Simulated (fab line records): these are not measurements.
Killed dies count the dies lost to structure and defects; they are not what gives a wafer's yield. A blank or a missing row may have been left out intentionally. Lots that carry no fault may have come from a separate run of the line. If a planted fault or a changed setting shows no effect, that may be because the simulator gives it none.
Lot-split experiment + flow berkeleyCmos170 + 5 lots, 23 wafers read, on a route of 331 steps

ABOUT THE SPLIT
At UCB170_CONTACT_COAT_04 (resist thk 900 nm), the setting resistThkNm was moved away from the recipe's 900 nm on 10 of the 23 wafers read, by -6.0% to +4.3%. The other wafers ran this setting at the recipe's value.

The reading is taken at the split's own step.

THE READING
KrF_of_CONTACT_COAT_04.thkNm (the simulator's own value, which no gauge read), in nm, at UCB170_CONTACT_COAT_04 (resist thk 900 nm). No usual value for it is given in the file. Average 901.1 nm, standard deviation 1.7 nm, over the 13 wafers here run with the recipe.

| wafer  | tool, chamber at the split | resistThkNm as run, nm | against the recipe | KrF_of_CONTACT_COAT_04.thkNm, nm | against lot-mates on the recipe |
|--------|----------------------------|------------------------|--------------------|----------------------------------|---------------------------------|
| L076.1 | lithoTrack-01, 0           | 900                    | recipe             | 899.8                            | -                               |
| L076.2 | lithoTrack-01, 0           | 900                    | recipe             | 899.8                            | -                               |
| L076.3 | lithoTrack-01, 0           | 900                    | recipe             | 898                              | -                               |
| L076.4 | lithoTrack-01, 0           | 874.8                  | -2.8%              | 873.3                            | -25.9                           |
| L076.6 | lithoTrack-01, 0           | 874.8                  | -2.8%              | 873.4                            | -25.8                           |
| L077.1 | lithoTrack-04, 0           | 900                    | recipe             | 900.7                            | -                               |
| L077.2 | lithoTrack-04, 0           | 900                    | recipe             | 898.9                            | -                               |
| L077.3 | lithoTrack-04, 0           | 900                    | recipe             | 902                              | -                               |
| L077.4 | lithoTrack-04, 0           | 846.1                  | -6.0%              | 847.4                            | -53.1                           |
| L077.6 | lithoTrack-04, 0           | 846.1                  | -6.0%              | 845.7                            | -54.8                           |
| L081.4 | lithoTrack-03, 0           | 900                    | recipe             | 902.8                            | -                               |
| L081.5 | lithoTrack-03, 0           | 900                    | recipe             | 904.5                            | -                               |
| L081.6 | lithoTrack-03, 0           | 900                    | recipe             | 902.6                            | -                               |
| L085.1 | lithoTrack-01, 0           | 900                    | recipe             | 901.2                            | -                               |
| L085.2 | lithoTrack-01, 0           | 848.3                  | -5.7%              | 846.9                            | -53.9                           |
| L085.4 | lithoTrack-01, 0           | 848.3                  | -5.7%              | 849.5                            | -51.3                           |
| L085.5 | lithoTrack-01, 0           | 900                    | recipe             | 900.4                            | -                               |
| L085.6 | lithoTrack-01, 0           | 848.3                  | -5.7%              | 847.3                            | -53.5                           |
| L084.1 | lithoTrack-04, 0           | 939.1                  | +4.3%              | 942.9                            | +40.9                           |
| L084.2 | lithoTrack-04, 0           | 939.1                  | +4.3%              | 937                              | +35.0                           |
| L084.3 | lithoTrack-04, 0           | 900                    | recipe             | 902.6                            | -                               |
| L084.5 | lithoTrack-04, 0           | 900                    | recipe             | 901.3                            | -                               |
| L084.6 | lithoTrack-04, 0           | 939.1                  | +4.3%              | 939.5                            | +37.5                           |

THE FIT
A straight line over all 23 wafers: KrF_of_CONTACT_COAT_04.thkNm changes by +9.14 nm for each +1% of resistThkNm; r = +1.00; the points scatter about the line by 1.8 nm.
The same after taking each lot's own level away (the mean of its wafers on the recipe; 23 wafers): +9 nm for each +1%; r = +1.00; scatter 1.4 nm.
That fit puts the effect of the largest move of resistThkNm on the reading at 54 nm.
Measured against the standard deviation above, the lots' own levels, which go from 899.20 to 903.30 nm, span 2.4 times it.
Consequently the slope shifts little with the lot-to-lot level, the two slopes agreeing.
Check: -54.5 nm against its lot-mates is what the line predicts for one of the wafers moved furthest among these (-6.0%) when that wafer is left out of the fit. It came out at -53.1 nm against them.

FURTHER SPLITS ON THESE WAFERS
Other splits were also applied to these wafers ahead of the reading. Each is held against what the fit with the lots' levels taken away leaves over:
| other split on the same wafers   | wafers away from the commonest value | r with KrF_of_CONTACT_COAT_04.thkNm (lot level and that fit taken away) |
|----------------------------------|--------------------------------------|-------------------------------------------------------------------------|
| UCB170_NSD_IMPLANT_08 energyKev  | 6                                    | +0.20                                                                   |
| UCB170_SILICIDE_SPUTTER_01 timeS | 10                                   | -0.25                                                                   |

THE WHOLE CHAIN: every reading that the file lists as answering this split, in the file's order
| step                    | what it does      | reading                                                                       | change (the file's fit)              | r (the file's) |
|-------------------------|-------------------|-------------------------------------------------------------------------------|--------------------------------------|----------------|
| UCB170_CONTACT_COAT_04  | resist thk 900 nm | KrF_of_CONTACT_COAT_04.thkNm (the simulator's own value, which no gauge read) | +9.04 nm for each +1% of the setting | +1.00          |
| UCB170_CONTACT_STRIP_06 | strips in O2      | stripTimeToEndpointS                                                          | withheld for each +1% of the setting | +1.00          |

FILE'S OWN FIT
KrF_of_CONTACT_COAT_04.thkNm changes by +9.04 nm for each +1% of resistThkNm, r = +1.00.
